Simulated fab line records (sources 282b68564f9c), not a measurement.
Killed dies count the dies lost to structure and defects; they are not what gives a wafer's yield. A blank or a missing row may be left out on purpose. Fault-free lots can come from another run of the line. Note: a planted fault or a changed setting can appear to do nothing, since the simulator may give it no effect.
fab line records ; flow ritCmos
[record] lots = 7; wafers = 21; lastDay = 8
route steps=202 shown NSD@138 PSD@142 SDANNEAL@153 M1@202
lots untouched by any fault: they come from a run of this same line in which no faults occurred
startH: start of the lot's first displayed wafer, in hours after the record's first day ; waitH: how many hours have passed since the lot's step before this one ; " as in the row above ; L1.1+2: one row covering several wafers at once ; - value missing, or start not given ; * or withheld: withheld ; < > ~ a bound
route shown NAME@n: a module of which the file shows steps, and the number in the route of the first ; usual: average and standard deviation across the fault-free wafers ; same: alike in all rows ; chamber/n: place in a boat ; sites: readings site by site ; _std_site: their standard deviation ; _edge_site: inner sites' mean taken away from outer sites' mean ; radiusMm: how far each site lies from the wafer's centre ; mask NAME#n: copy n ; behind: tool/chamber where the wafer was last shaped ; hold: cause of the lot's hold/its duration in hours/its outcome ; device: transistor that didn't switch, given as n, p or np ; end of line: the route-end tests of the same wafers ; a step with no rows: only its recipe ; killed: count of dies lost to structure and defects at first sort (not the wafer's yield) ; map: dies across one wafer; x = killed, . = not, _ = none there
set.NAME: the setting the step ran with; set.NAME@STEP: the setting that earlier step ran with ; model.NAME: the simulator's own value behind a step, which no gauge read
lots at selected steps of the route; one table per step, one row per wafer
services: when a tool's chamber went out of use (startH, in hours from the record's first day, below 0 if earlier), for how many hours, and the reason
[[steps]]
[step RIT_NSD_HARDBAKE_07]
[recipe] resist = NOVOLAK; tempC = 140; timeS = 60
[step RIT_NSD_IMPLANT_08]
[recipe] species = P; energyKev = 25; doseCm2 = 1.013e+15; tiltDeg = 7
[step RIT_NSD_STRIP_09]
[recipe] chemistry = O2; timeS = 180; resist = NOVOLAK; platenTempC = withheld; powerW = 500; pressureMtorr = 4000; o2FlowSccm = 4000
[usual] drypumpMotorCurrentA = 5.8/0.34
lot.wafer;tool;chamber;startH;waitH;drypumpMotorCurrentA;rfHoursCounterH
L451.1;plasmaAsher-03;1;54.02;0.1;5.6;42
L451.5;plasmaAsher-03;0;54.02;0.1;5.3;-
L451.6;plasmaAsher-03;1;54.02;0.1;5.6;-
L458.1;plasmaAsher-02;1;91.46;0.1;5.7;31
L458.4;plasmaAsher-02;0;91.46;0.1;6.2;-
L458.5;plasmaAsher-02;0;91.46;0.1;6.2;-
L466.2;plasmaAsher-02;1;129.67;0.1;5.6;36
L466.3;plasmaAsher-02;1;129.67;0.1;5.6;-
L466.4;plasmaAsher-02;0;129.67;0.1;6.2;-
L467.2;plasmaAsher-03;0;133.98;0.1;5.3;51
L467.3;plasmaAsher-03;1;133.98;0.1;5.6;-
L467.4;plasmaAsher-03;0;133.98;0.1;5.3;-
L468.1;plasmaAsher-02;1;143.59;0.1;5.6;37
L468.3;plasmaAsher-02;0;143.59;0.1;6.3;-
L468.5;plasmaAsher-02;0;143.59;0.1;6.3;-
L469.1;plasmaAsher-03;1;151.56;0.1;5.6;52
L469.3;plasmaAsher-03;1;151.56;0.1;5.6;-
L469.5;plasmaAsher-03;1;151.56;0.1;5.6;-
L473.2;plasmaAsher-02;1;179.00;0.1;5.6;40
L473.3;plasmaAsher-02;0;179.00;0.1;6.3;-
L473.5;plasmaAsher-02;1;179.00;0.1;5.6;-
[step RIT_NSD_TW_MEAS_10]
[usual] NSD_TW = 3139/26
lot.wafer;tool;chamber;startH;waitH;NSD_TW
L451.1;filmMetro-04;-;54.20;0.1;3130
L451.5;filmMetro-04;-;54.20;0.1;3140
L451.6;filmMetro-04;-;54.20;0.1;3140
L458.1;filmMetro-04;-;91.63;0.1;3121
L458.4;filmMetro-04;-;91.63;0.1;3116
L458.5;filmMetro-04;-;91.63;0.1;3121
L466.2;filmMetro-04;-;129.85;0.1;3134
L466.3;filmMetro-04;-;129.85;0.1;3139
L466.4;filmMetro-04;-;129.85;0.1;3114
L467.2;filmMetro-04;-;134.17;0.1;3141
L467.3;filmMetro-04;-;134.17;0.1;3145
L467.4;filmMetro-04;-;134.17;0.1;3113
L468.1;filmMetro-02;-;143.76;0.1;3161
L468.3;filmMetro-02;-;143.76;0.1;3186
L468.5;filmMetro-02;-;143.76;0.1;3171
L469.1;filmMetro-02;-;151.73;0.1;3179
L469.3;filmMetro-02;-;151.73;0.1;3185
L469.5;filmMetro-02;-;151.73;0.1;3181
L473.2;filmMetro-01;-;179.18;0.1;3108
L473.3;filmMetro-01;-;179.18;0.1;3109
L473.5;filmMetro-01;-;179.18;0.1;3094
[step RIT_PSD_HMDS_00]
[recipe] primeTimeS = 60; primeTempC = 140
[step RIT_PSD_COAT_01]
[recipe] resist = NOVOLAK; spinRpm = 3250; resistThkNm = 1000
[step RIT_PSD_SOFTBAKE_02]
[recipe] resist = NOVOLAK; tempC = 90; timeS = 60
[step RIT_PSD_EXPOSE_03]
[recipe] maskId = M10; na = 0.57; targetCdNm = 40900; doseMj = 250
[step RIT_PSD_PEB_04]
[recipe] resist = NOVOLAK; tempC = withheld; timeS = withheld
[step RIT_PSD_DEVELOP_05]
[recipe] resist = NOVOLAK; developTimeS = 50; devTempC = 23
[step RIT_PSD_OVL_MEAS_06]
[usual] PSD_OVL = 0.2/1.5
lot.wafer;tool;chamber;startH;waitH;PSD_OVL[nm]
L451.1;overlay-01;-;55.11;-;2.2
L451.5;overlay-01;-;55.11;-;2.5
L451.6;overlay-01;-;55.11;-;1.0
L458.1;overlay-02;-;92.67;-;1.3
L458.4;overlay-02;-;92.67;-;0.3
L458.5;overlay-02;-;92.67;-;0.0
L466.2;overlay-01;-;130.89;-;1.3
L466.3;overlay-01;-;130.89;-;-0.7
L466.4;overlay-01;-;130.89;-;1.2
L467.2;overlay-02;-;135.26;-;-0.9
L467.3;overlay-02;-;135.26;-;0.2
L467.4;overlay-02;-;135.26;-;-0.3
L468.1;overlay-02;-;144.80;-;-2.0
L468.3;overlay-02;-;144.80;-;-3.0
L468.5;overlay-02;-;144.80;-;-2.4
L469.1;overlay-02;-;152.64;-;3.1
L469.3;overlay-02;-;152.64;-;2.2
L469.5;overlay-02;-;152.64;-;1.2
L473.2;overlay-01;-;180.21;-;-1.3
L473.3;overlay-01;-;180.21;-;-1.1
L473.5;overlay-01;-;180.21;-;-1.0
[step RIT_PSD_HARDBAKE_07]
[recipe] resist = NOVOLAK; tempC = 140; timeS = 60
[step RIT_PSD_IMPLANT_08]
[recipe] species = BF2; energyKev = 27; doseCm2 = 5e+15; tiltDeg = 6.82
[usual] beamOnS = 11.3/1.4; doseIonsCm2 = 4.999e+15/5.4e+12; endStationPressureTorr = 1.61e-05/1.8e-06; faradayCurrentUA = 13695/1500; tiltDeg = 6.820/0.018
lot.wafer;tool;chamber;startH;waitH;beamOnS;doseIonsCm2;endStationPressureTorr;faradayCurrentUA;tiltDeg
L451.1;implanter-04;0;55.29;0.1;10.1;5.001e+15;1.8e-05;15084;6.815
L451.5;implanter-04;0;55.29;0.1;9.9;4.996e+15;1.79e-05;15226;6.802
L451.6;implanter-04;0;55.29;0.1;10.1;5.003e+15;1.85e-05;15056;6.818
L458.1;implanter-02;0;92.86;0.1;13.6;4.989e+15;1.39e-05;11255;6.815
L458.4;implanter-02;0;92.86;0.1;13.2;4.997e+15;1.43e-05;11580;6.820
L458.5;implanter-02;0;92.86;0.1;13.5;5.001e+15;1.34e-05;11381;6.799
L466.2;implanter-04;0;131.09;0.1;10.0;1.798e+15;9.5e-06;5567;6.809
L466.3;implanter-04;0;131.09;0.1;10.0;1.8e+15;1.01e-05;5584;6.823
L466.4;implanter-04;0;131.09;0.1;10.1;1.792e+15;9.4e-06;5497;6.821
L467.2;implanter-04;0;135.47;0.1;10.1;1.795e+15;9.1e-06;5566;6.808
L467.3;implanter-04;0;135.47;0.1;10.0;1.804e+15;1e-05;5601;6.791
L467.4;implanter-04;0;135.47;0.1;10.4;1.797e+15;9.7e-06;5346;6.807
L468.1;implanter-04;0;144.99;0.1;10.2;1.806e+15;1.05e-05;5515;6.816
L468.3;implanter-04;0;144.99;0.1;10.2;1.806e+15;9.3e-06;5474;6.816
L468.5;implanter-04;0;144.99;0.1;10.0;1.801e+15;9.1e-06;5588;6.832
L469.1;implanter-01;0;152.83;0.1;11.7;4.997e+15;1.48e-05;13076;6.817
L469.3;implanter-01;0;152.83;0.1;10.9;5.006e+15;1.6e-05;13910;6.815
L469.5;implanter-01;0;152.83;0.1;11.4;5.002e+15;1.39e-05;13417;6.809
L473.2;implanter-01;0;180.42;0.1;11.3;4.997e+15;1.66e-05;13541;6.782
L473.3;implanter-01;0;180.42;0.1;11.3;4.997e+15;1.73e-05;13569;6.798
L473.5;implanter-01;0;180.42;0.1;11.3;5.003e+15;1.51e-05;13533;6.809
[step RIT_PSD_STRIP_09]
[recipe] chemistry = O2; timeS = 180; resist = NOVOLAK; platenTempC = withheld; powerW = 500; pressureMtorr = 4000; o2FlowSccm = 4000
[usual] drypumpMotorCurrentA = 5.7/0.5
lot.wafer;tool;chamber;startH;waitH;drypumpMotorCurrentA;rfHoursCounterH
L451.1;plasmaAsher-02;1;55.44;0.1;5.7;27
L451.5;plasmaAsher-02;1;55.44;0.1;5.6;-
L451.6;plasmaAsher-02;0;55.44;0.1;6.2;-
L458.1;plasmaAsher-02;0;93.01;0.1;6.3;31
L458.4;plasmaAsher-02;0;93.01;0.1;6.2;-
L458.5;plasmaAsher-02;0;93.01;0.1;6.2;-
L466.2;plasmaAsher-02;0;131.22;0.1;6.2;36
L466.3;plasmaAsher-02;0;131.22;0.1;6.2;-
L466.4;plasmaAsher-02;1;131.22;0.1;5.7;-
L467.2;plasmaAsher-03;1;135.59;0.1;5.6;51
L467.3;plasmaAsher-03;1;135.59;0.1;5.6;-
L467.4;plasmaAsher-03;0;135.59;0.1;5.3;-
L468.1;plasmaAsher-02;1;145.14;0.1;5.6;37
L468.3;plasmaAsher-02;0;145.14;0.1;6.2;-
L468.5;plasmaAsher-02;0;145.14;0.1;6.3;-
L469.1;plasmaAsher-03;1;152.98;0.1;5.6;53
L469.3;plasmaAsher-03;0;152.98;0.1;5.3;-
L469.5;plasmaAsher-03;1;152.98;0.1;5.6;-
L473.2;plasmaAsher-01;0;180.54;0.1;6.6;5
L473.3;plasmaAsher-01;1;180.54;0.1;5.0;-
L473.5;plasmaAsher-01;0;180.54;0.1;6.6;-
[step RIT_PSD_TW_MEAS_10]
[usual] PSD_TW = 3434/23
lot.wafer;tool;chamber;startH;waitH;PSD_TW
L451.1;filmMetro-01;-;55.62;0.1;3392
L451.5;filmMetro-01;-;55.62;0.1;3394
L451.6;filmMetro-01;-;55.62;0.1;3402
L458.1;filmMetro-04;-;93.18;0.1;3415
L458.4;filmMetro-04;-;93.18;0.1;3417
L458.5;filmMetro-04;-;93.18;0.1;3417
L466.2;filmMetro-01;-;131.40;0.1;2976
L466.3;filmMetro-01;-;131.40;0.1;2980
L466.4;filmMetro-01;-;131.40;0.1;2988
L467.2;filmMetro-01;-;135.78;0.1;2981
L467.3;filmMetro-01;-;135.78;0.1;2971
L467.4;filmMetro-01;-;135.78;0.1;2980
L468.1;filmMetro-04;-;145.31;0.1;2972
L468.3;filmMetro-04;-;145.31;0.1;2978
L468.5;filmMetro-04;-;145.31;0.1;2965
L469.1;filmMetro-01;-;153.15;0.1;3402
L469.3;filmMetro-01;-;153.15;0.1;3402
L469.5;filmMetro-01;-;153.15;0.1;3413
L473.2;filmMetro-01;-;180.73;0.1;3427
L473.3;filmMetro-01;-;180.73;0.1;3397
L473.5;filmMetro-01;-;180.73;0.1;3416
[step RIT_SDANNEAL_CLEAN_00]
[recipe] chemistry = SC1; mix = 3:3:50; timeS = 600; tempC = 75
[step RIT_SDANNEAL_CLEAN_01]
[recipe] chemistry = dHF; dilution = 50:1; timeS = 30
[step RIT_SDANNEAL_CLEAN_02]
[recipe] chemistry = SC2; mix = 3:3:50; timeS = 600; tempC = 75; dry = n2Spin
[step RIT_SDANNEAL_RTA_03]
[recipe] tempC = 1050; timeS = 5; idleTempC = 600; rampUpCPerS = 342; rampDownCPerS = 171; coolToC = 600; ambient = N2
[usual] wafer_temp_C_max = 1053.4/0.98
lot.wafer;tool;chamber;startH;waitH;wafer_temp_C_max
L451.1;rtpAnneal-01;0;56.06;0.0;1054.0
L451.5;rtpAnneal-01;0;56.06;0.0;1054.3
L451.6;rtpAnneal-01;0;56.06;0.0;1053.8
L458.1;rtpAnneal-02;0;93.61;0.0;1053.7
L458.4;rtpAnneal-02;0;93.61;0.0;1052.4
L458.5;rtpAnneal-02;0;93.61;0.0;1053.7
L466.2;rtpAnneal-02;0;131.83;0.0;1053.0
L466.3;rtpAnneal-02;0;131.83;0.0;1051.9
L466.4;rtpAnneal-02;0;131.83;0.0;1054.6
L467.2;rtpAnneal-01;0;136.22;0.0;1053.4
L467.3;rtpAnneal-01;0;136.22;0.0;1054.0
L467.4;rtpAnneal-01;0;136.22;0.0;1053.1
L468.1;rtpAnneal-02;0;145.77;0.0;1051.1
L468.3;rtpAnneal-02;0;145.77;0.0;1053.6
L468.5;rtpAnneal-02;0;145.77;0.0;1053.6
L469.1;rtpAnneal-01;0;153.60;0.0;1054.2
L469.3;rtpAnneal-01;0;153.60;0.0;1052.8
L469.5;rtpAnneal-01;0;153.60;0.0;1053.1
L473.2;rtpAnneal-01;0;181.16;0.0;1054.5
L473.3;rtpAnneal-01;0;181.16;0.0;1053.6
L473.5;rtpAnneal-01;0;181.16;0.0;1054.0
[step RIT_SDANNEAL_RS_MEAS_04]
[recipe] thkMeasGauge = four-point-probe
[usual] PSD_RS = 115.93/0.26
lot.wafer;tool;chamber;startH;waitH;PSD_RS[ohm/sq]
L451.1;filmMetro-02;-;56.12;0.0;115.81
L451.5;filmMetro-02;-;56.12;0.0;115.85
L451.6;filmMetro-02;-;56.12;0.0;116.12
L458.1;filmMetro-04;-;93.67;0.0;115.92
L458.4;filmMetro-04;-;93.67;0.0;116.00
L458.5;filmMetro-04;-;93.67;0.0;115.87
L466.2;filmMetro-02;-;131.90;0.1;131.32
L466.3;filmMetro-02;-;131.90;0.1;131.50
L466.4;filmMetro-02;-;131.90;0.1;131.08
L467.2;filmMetro-02;-;136.29;0.1;130.70
L467.3;filmMetro-02;-;136.29;0.1;130.88
L467.4;filmMetro-02;-;136.29;0.1;131.07
L468.1;filmMetro-01;-;145.83;0.0;131.24
L468.3;filmMetro-01;-;145.83;0.0;131.22
L468.5;filmMetro-01;-;145.83;0.0;131.43
L469.1;filmMetro-01;-;153.66;0.0;116.00
L469.3;filmMetro-01;-;153.66;0.0;116.02
L469.5;filmMetro-01;-;153.66;0.0;115.88
L473.2;filmMetro-04;-;181.22;0.1;116.00
L473.3;filmMetro-04;-;181.22;0.1;115.81
L473.5;filmMetro-04;-;181.22;0.1;115.92
[step RIT_SDANNEAL_RS_MEAS_05]
[recipe] thkMeasGauge = four-point-probe
[usual] NSD_RS = 83.68/0.24
lot.wafer;tool;chamber;startH;waitH;NSD_RS[ohm/sq]
L451.1;filmMetro-02;-;56.24;0.1;84.00
L451.5;filmMetro-02;-;56.24;0.1;84.29
L451.6;filmMetro-02;-;56.24;0.1;84.05
L458.1;filmMetro-04;-;93.79;0.1;84.01
L458.4;filmMetro-04;-;93.79;0.1;83.86
L458.5;filmMetro-04;-;93.79;0.1;83.81
L466.2;filmMetro-02;-;132.02;0.1;83.29
L466.3;filmMetro-02;-;132.02;0.1;83.73
L466.4;filmMetro-02;-;132.02;0.1;83.66
L467.2;filmMetro-02;-;136.41;0.1;83.55
L467.3;filmMetro-02;-;136.41;0.1;83.69
L467.4;filmMetro-02;-;136.41;0.1;83.35
L468.1;filmMetro-01;-;145.95;0.1;84.01
L468.3;filmMetro-01;-;145.95;0.1;83.79
L468.5;filmMetro-01;-;145.95;0.1;83.71
L469.1;filmMetro-01;-;153.78;0.1;83.93
L469.3;filmMetro-01;-;153.78;0.1;83.99
L469.5;filmMetro-01;-;153.78;0.1;83.78
L473.2;filmMetro-04;-;181.34;0.1;83.77
L473.3;filmMetro-04;-;181.34;0.1;83.95
L473.5;filmMetro-04;-;181.34;0.1;83.81
[step RIT_M1_PROBE_99]
[usual] killedAtContacts = 0.1/0.24; killedAtFrontEnd = 6.7/2.9; killedDies = 6.8/2.9; killedOpen = 3.5/2; killedShort = 3.2/1.9
[same] grossDies = 264; killed_at_M0_to_M3 = 0; killed_at_M4_up = 0; killedAtBackSide = 0; killedAtOther = 0
lot.wafer;tool;chamber;startH;waitH;killedAtContacts;killedAtFrontEnd;killedDies;killedOpen;killedShort;model.etest.pmos_0p3.rOnOhmUm;model.etest.pmos_0p15.rOnOhmUm;model.etest.contactPplus.endOhmUm;model.etest.pmos_0p3.driveUaUm;model.etest.pmosNarrow.driveUaUm;model.etest.ppolyLine.lineOhmUm;model.etest.ppolyLine.rsOhmSq;model.etest.vpnp.gain
L451.1;prober-02;-;63.55;0.1;0;4;4;1;3;6496;2885;42.61;95.91;97.01;166.3;16.77;1.051
L451.5;prober-02;-;63.75;0.2;0;7;7;4;3;6620;2988;42.57;94.69;96.47;163.9;16.69;1.052
L451.6;prober-02;-;63.80;0.2;0;10;10;8;2;6393;2907;43.15;98.57;100.8;168.1;16.81;1.058
L458.1;prober-02;-;101.37;0.1;0;2;2;1;1;6402;2887;45.01;98.77;96.71;153.4;16.47;1.056
L458.4;prober-02;-;101.52;0.2;0;5;5;3;2;6268;2807;44.2;101.9;100.2;152.4;16.6;1.034
L458.5;prober-02;-;101.57;0.2;0;5;5;2;3;6300;2858;43;100.6;98.61;151.6;16.53;1.054
L466.2;prober-01;-;139.20;0.1;0;4;4;1;3;6675;2908;73.03;93.14;92.49;171;17.45;0.8177
L466.3;prober-01;-;139.25;0.2;0;4;4;2;2;6645;2935;75.38;93.58;91.96;169.7;17.01;0.8238
L466.4;prober-01;-;139.30;0.2;0;2;2;1;1;6668;2911;72.31;93.93;93.83;169.5;17.19;0.8172
L467.2;prober-02;-;143.72;0.1;0;8;8;4;4;6558;2999;71.73;96.87;97.11;161.8;17.52;0.8253
L467.3;prober-02;-;143.77;0.2;0;3;3;2;1;6468;2865;72.38;97.07;97.94;164.3;17.48;0.8016
L467.4;prober-02;-;143.82;0.2;0;9;9;4;5;6566;2934;74.23;95.9;96.84;160.5;17.43;0.822
L468.1;prober-01;-;153.36;0.1;0;2;2;1;1;6873;3091;76.67;89.46;88.38;161.3;17.45;0.7779
L468.3;prober-01;-;153.46;0.2;0;8;8;4;4;6847;3198;76.04;90.62;89.8;159.1;17.52;0.7986
L468.5;prober-01;-;153.56;0.2;0;3;3;3;0;6804;3067;75.82;90.35;89.69;163;17.53;0.7846
L469.1;prober-02;-;161.13;0.1;1;10;11;5;6;6355;2724;43.33;101;101.8;166.9;16.86;1.079
L469.3;prober-02;-;161.23;0.2;0;11;11;5;6;6283;2732;42.19;100.2;101.6;158.9;16.52;1.073
L469.5;prober-02;-;161.33;0.2;0;7;7;5;2;6262;2722;43.86;101.2;102.1;162.4;16.69;1.084
L473.2;prober-02;-;188.74;0.1;0;4;4;3;1;6100;2715;42.37;105.8;107.6;162.3;16.89;1.124
L473.3;prober-02;-;188.79;0.2;0;7;7;4;3;6071;2747;41.86;106.4;106.7;154.4;16.7;1.093
L473.5;prober-02;-;188.89;0.2;0;6;6;5;1;6100;2703;42.22;106;105.8;161.1;16.57;1.098
// killed by level:class
L451.1 GATE:geometricParticle:short=2 FOX1:geometricParticle:short=1 FOX1:geometricParticle:open=1
L451.5 GATE:geometricParticle:open=2 FOX1:geometricParticle:short=1 FOX1:geometricParticle:open=1 FOX2:geometricParticle:open=1 GATE:geometricParticle:short=1 SPACER:geometricParticle:short=1
L451.6 GATE:geometricParticle:open=4 REOX:geometricParticle:open=3 FOX1:geometricParticle:open=1 GATE:geometricParticle:short=1 SILICIDE:geometricParticle:short=1
L458.1 FOX2:geometricParticle:short=1 SPACER:geometricParticle:open=1
L458.4 SPACER:geometricParticle:open=2 FOX1:geometricParticle:short=1 FOX2:geometricParticle:open=1 REOX:geometricParticle:short=1
L458.5 SPACER:geometricParticle:short=2 GATE:geometricParticle:open=1 REOX:geometricParticle:short=1 SILICIDE:geometricParticle:open=1
L466.2 GATE:geometricParticle:short=2 REOX:geometricParticle:short=1 REOX:geometricParticle:open=1
L466.3 GATE:geometricParticle:open=1 GATE:geometricParticle:short=1 SPACER:geometricParticle:open=1 SPACER:geometricParticle:short=1
L466.4 GATE:geometricParticle:open=1 GATE:geometricParticle:short=1
L467.2 GATE:geometricParticle:open=2 FOX2:geometricParticle:short=1 FOX2:geometricParticle:open=1 GATE:geometricParticle:short=1 REOX:geometricParticle:short=1 SPACER:geometricParticle:short=1 SPACER:geometricParticle:open=1
L467.3 FOX1:geometricParticle:open=1 GATE:geometricParticle:open=1 GATE:geometricParticle:short=1
L467.4 FOX1:geometricParticle:short=2 SILICIDE:geometricParticle:short=2 FOX1:geometricParticle:open=1 GATE:geometricParticle:open=1 GATE:geometricParticle:short=1 REOX:geometricParticle:open=1 SPACER:geometricParticle:open=1
L468.1 SPACER:geometricParticle:short=1 SPACER:geometricParticle:open=1
L468.3 GATE:geometricParticle:short=2 SPACER:geometricParticle:open=2 SPACER:geometricParticle:short=2 FOX2:geometricParticle:open=1 REOX:geometricParticle:open=1
L468.5 FOX1:geometricParticle:open=3
L469.1 GATE:geometricParticle:short=4 FOX1:geometricParticle:open=2 FOX2:geometricParticle:open=1 SPACER:geometricParticle:open=1 SILICIDE:geometricParticle:short=1 SILICIDE:geometricParticle:open=1 CONTACT:geometricParticle:short=1
L469.3 FOX1:geometricParticle:open=2 FOX1:geometricParticle:short=2 FOX2:geometricParticle:open=2 GATE:geometricParticle:short=2 FOX2:geometricParticle:short=1 GATE:geometricParticle:open=1 SILICIDE:geometricParticle:short=1
L469.5 GATE:geometricParticle:open=4 SPACER:geometricParticle:short=2 REOX:geometricParticle:open=1
L473.2 SPACER:geometricParticle:open=2 FOX1:geometricParticle:open=1 REOX:geometricParticle:short=1
L473.3 SILICIDE:geometricParticle:open=2 FOX1:geometricParticle:open=1 FOX1:geometricParticle:short=1 FOX2:geometricParticle:short=1 GATE:geometricParticle:short=1 GATE:geometricParticle:open=1
L473.5 GATE:geometricParticle:open=3 FOX1:geometricParticle:open=1 FOX2:geometricParticle:open=1 SILICIDE:geometricParticle:short=1
[[services]]
tool;chamber;startH;hours;kind
plasmaAsher-02;-;32.06;0.5;repair
implanter-02;-;37.05;4.4;pm
implanter-04;-;40.06;2.4;repair
plasmaAsher-01;-;65.01;13.4;repair
implanter-01;-;68.75;28.6;repair
implanter-04;-;84.12;1.4;repair
plasmaAsher-01;-;108.75;9.0;pm
plasmaAsher-01;0;108.75;9.0;ventCycle
plasmaAsher-01;1;108.75;9.0;ventCycle
plasmaAsher-01;0;117.75;-;clean
plasmaAsher-01;1;117.75;-;clean
plasmaAsher-01;-;119.94;4.3;repair
implanter-02;-;134.82;3.3;repair
implanter-02;-;166.18;4.7;pm
implanter-02;-;180.13;3.9;pm
[[key]]
[firstSign] step = RIT_PSD_IMPLANT_08; reading = doseIonsCm2; direction = down; sigmas = 99+; usual = 4.999e+15; struck = 1.8e+15
[effect] step = RIT_PSD_IMPLANT_08; reading = faradayCurrentUA; direction = down; sigmas = 5.4; usual = 13695; struck = 5526
[effect] step = RIT_PSD_TW_MEAS_10; reading = PSD_TW; direction = down; sigmas = 20; usual = 3434; struck = 2977
[effect] step = RIT_SDANNEAL_RS_MEAS_04; reading = PSD_RS; direction = up; sigmas = 59; usual = 115.93; struck = 131.16
[modelEffect] step = RIT_M1_PROBE_99; value = etest.pmos_0p3.rOnOhmUm; without = 6247; struck = 6678
metAt RIT_PSD_IMPLANT_08
struckWafers L466.2,L466.3,L466.4,L467.2,L467.3,L467.4,L468.1,L468.3,L468.5
testerLeftOut L466,L467,L468
onsetBetween 55.29 131.09
[fault] kind = processParameterDrift; tool = implanter-04; chamber = -; onsetH = 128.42; steps = RIT_PSD_IMPLANT_08; channel = doseCm2; offset = -3.2e+15; shape = step; endH = 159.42; actsIn = theseRecipesOnly; stated = 5e+15
// testerLeftOut: of these lots the tester's yield and bins aren't shown, on N5 and GAA mostly nor the transistor test; their killed dies are dies lost to structure and defects alone, not to doping, threshold or leakage, so they don't give the yield
